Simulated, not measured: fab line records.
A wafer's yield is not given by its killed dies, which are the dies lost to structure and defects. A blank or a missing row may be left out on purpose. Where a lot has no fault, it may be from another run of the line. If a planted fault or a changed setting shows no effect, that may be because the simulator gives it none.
Problem report, 8D (eight disciplines) form, completed by code	flow berkeley-cmos170	the parts of the form that need people (team, actions taken, sign-off) are left out

== 1. WHAT WENT WRONG ==
spin-speed-rpm at UCB170_M2_COAT_10 reads a mean of 1532.4 rpm on 6 wafers of 2 lots; wafers without a fault read 1500.1 rpm with a standard deviation of 0.91. That is +35 standard deviations from the usual mean.
The step: resist thk 900 nm.
First observed at day 12 02:00: wafer L582.2, on litho-track-03. At this step, 18 wafers from 6 lots have a number in the record. The rule behind "out" and "out of limits": a value lying over 4 standard deviations away from the usual mean. The other wafers with a number count as sound.

== 2. WHAT THIS IS AND IS NOT ==
question	is	is not
which readings at this step	spin-speed-rpm	chill-plate-temp-C
which lots	L582, L585	L567, L574, L586, L588
which wafers of those lots	all that have a number	-
read on which tools	litho-track-03	litho-track-01, litho-track-04
when	from day 12 02:00	up to then (6 sound wafers); but 6 sound wafers of L586, L588 came after

== 3. WHAT RULES OUT EACH SUSPECT ==
Counting: a tool at a process step up to the reading stays a suspect if it ran every lot that is out and no sound lot after the first of them.
- plasma-asher-02 at UCB170_V1_STRIP_15 (strips in O2): ruled out as a lasting fault. The sound lots L588 went through it after L582, its earliest lot that is out (day 12 00:41).
- pvd-sputter-04 at UCB170_M2_SPUTTER_01 (material Al, target thk 900 nm, time 120 s): kept. It ran every lot that is out, first L582 (day 12 00:58), and no sound lot after that.
- litho-track-03 at UCB170_M2_COAT_10 (resist thk 900 nm): kept. It processed each lot that is out, first L582 at day 12 02:00, and no sound lot thereafter; up to then, the last sound lot it processed was L574 at day 10 08:00. Its own spin-speed-rpm readings are out on those wafers.
Remaining after the count are pvd-sputter-04 at UCB170_M2_SPUTTER_01 and litho-track-03 at UCB170_M2_COAT_10.

== 4. THE CAUSE (what the simulator had put in) ==
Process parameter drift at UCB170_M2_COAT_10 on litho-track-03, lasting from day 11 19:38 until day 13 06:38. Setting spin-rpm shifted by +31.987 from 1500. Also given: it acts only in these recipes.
This tool is one of the 2 suspects left after counting.

== 5. THE EFFECT CHAIN, in route order ==
Each row: a reading whose mean over the struck wafers that have a number lies more than 3 standard deviations from the usual. Readings are gone through only where the record gives a usual standard deviation; hours: the median, over the lots, of the time from a lot's start at the first step in this table giving one to that lot's start at this step; sigmas: the change measured in usual standard deviations.
hours	step	reading	usual	on struck wafers	change	sigmas
0	UCB170_M2_COAT_10	spin-speed-rpm	1500.1 rpm	1532.4	+32.3	+35
Process steps it contains:
- UCB170_M2_COAT_10: resist thk 900 nm.
Later steps that measure or inspect, where all struck wafers having a row at the step show a number for every such reading and not one has moved that far: UCB170_M2_CD_MEAS_15.

== 6. HOW IT WOULD HAVE BEEN CAUGHT EARLIER ==
In this record no reading fell out of limits until day 12 02:00, 6 hours after the fault had begun at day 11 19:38.
